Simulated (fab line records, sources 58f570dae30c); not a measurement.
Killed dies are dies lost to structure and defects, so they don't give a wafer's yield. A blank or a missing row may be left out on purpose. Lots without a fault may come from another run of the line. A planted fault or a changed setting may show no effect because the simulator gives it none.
Which tool did it? | flow berkeley_cmos170 | 6 lots, 18 wafers sampled, at 2 steps of a route of 331

WHAT THE GAUGES READ, wafer by wafer
UCB170_SCREENOX_THK_MEAS_02.
lot  | measured     | on            | SCREENOX_OXIDE_THK (nm)
L244 | day 6 17:29  | film_metro-01 | 14.7 14.9 15.0
L254 | day 9 14:42  | film_metro-01 | 16.5 16.5 16.5
L256 | day 9 14:39  | film_metro-01 | 16.4 16.6 16.9
L259 | day 9 23:44  | film_metro-03 | 14.0 13.9 14.2
L261 | day 10 17:11 | film_metro-03 | 14.2 14.3 14.3
L264 | day 10 17:13 | film_metro-04 | 14.8 14.2 14.8

WHICH TOOL RAN EACH LOT (tool, then ch and the chambers of the sampled wafers, then the start)
lot  | UCB170_ZERO_STRIP_07
L244 | plasma_asher-02 ch 0, day 2 08:04
L254 | plasma_asher-03 ch 1, day 4 05:43
L256 | plasma_asher-04 ch 0,1, day 4 17:04
L259 | plasma_asher-03 ch 0,1, day 5 02:56
L261 | plasma_asher-02 ch 0, day 5 16:44
L264 | plasma_asher-04 ch 0,1, day 6 07:02
- UCB170_ZERO_STRIP_07: strips in O2.

THE ANSWER, worked out from the rows above alone
Rule: what is usual is taken from the lots themselves. Put in order of their means at a reading, lots are off if they are a third of the lots or fewer, leave a main group of 4 or more, and stand apart from it by a gap of 3 or more times the standard deviation of the main group's means; of several such gaps the widest counts. A main group whose means are all the same, to the digits that the tables above print for the reading, isn't used. A lot without any number at a reading at which 4 lots or more have one is off too. The other lots that the step has rows for count as sound.
Off: L254, L256, at UCB170_SCREENOX_THK_MEAS_02 (SCREENOX_OXIDE_THK). The main group: mean 14.4 nm, standard deviation 0.32.
A tool fits if, at a process step before that reading, it ran every lot that is off, and no sound lot after the first of them. The gauges at UCB170_SCREENOX_THK_MEAS_02 are tried like those tools. One fits: film_metro-01 at UCB170_SCREENOX_THK_MEAS_02. Its last sound lot is L244 (day 6 17:29), its first lot that is off L256 (day 9 14:39): a fault that began between those two fits.

WHAT THE SIMULATOR HAD PUT IN
Metrology matching offset: film_metro-01, from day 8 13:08 on, at UCB170_SCREENOX_THK_MEAS_02. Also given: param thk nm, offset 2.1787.
Lots struck among those shown: L256, L254. The rule above found the same.
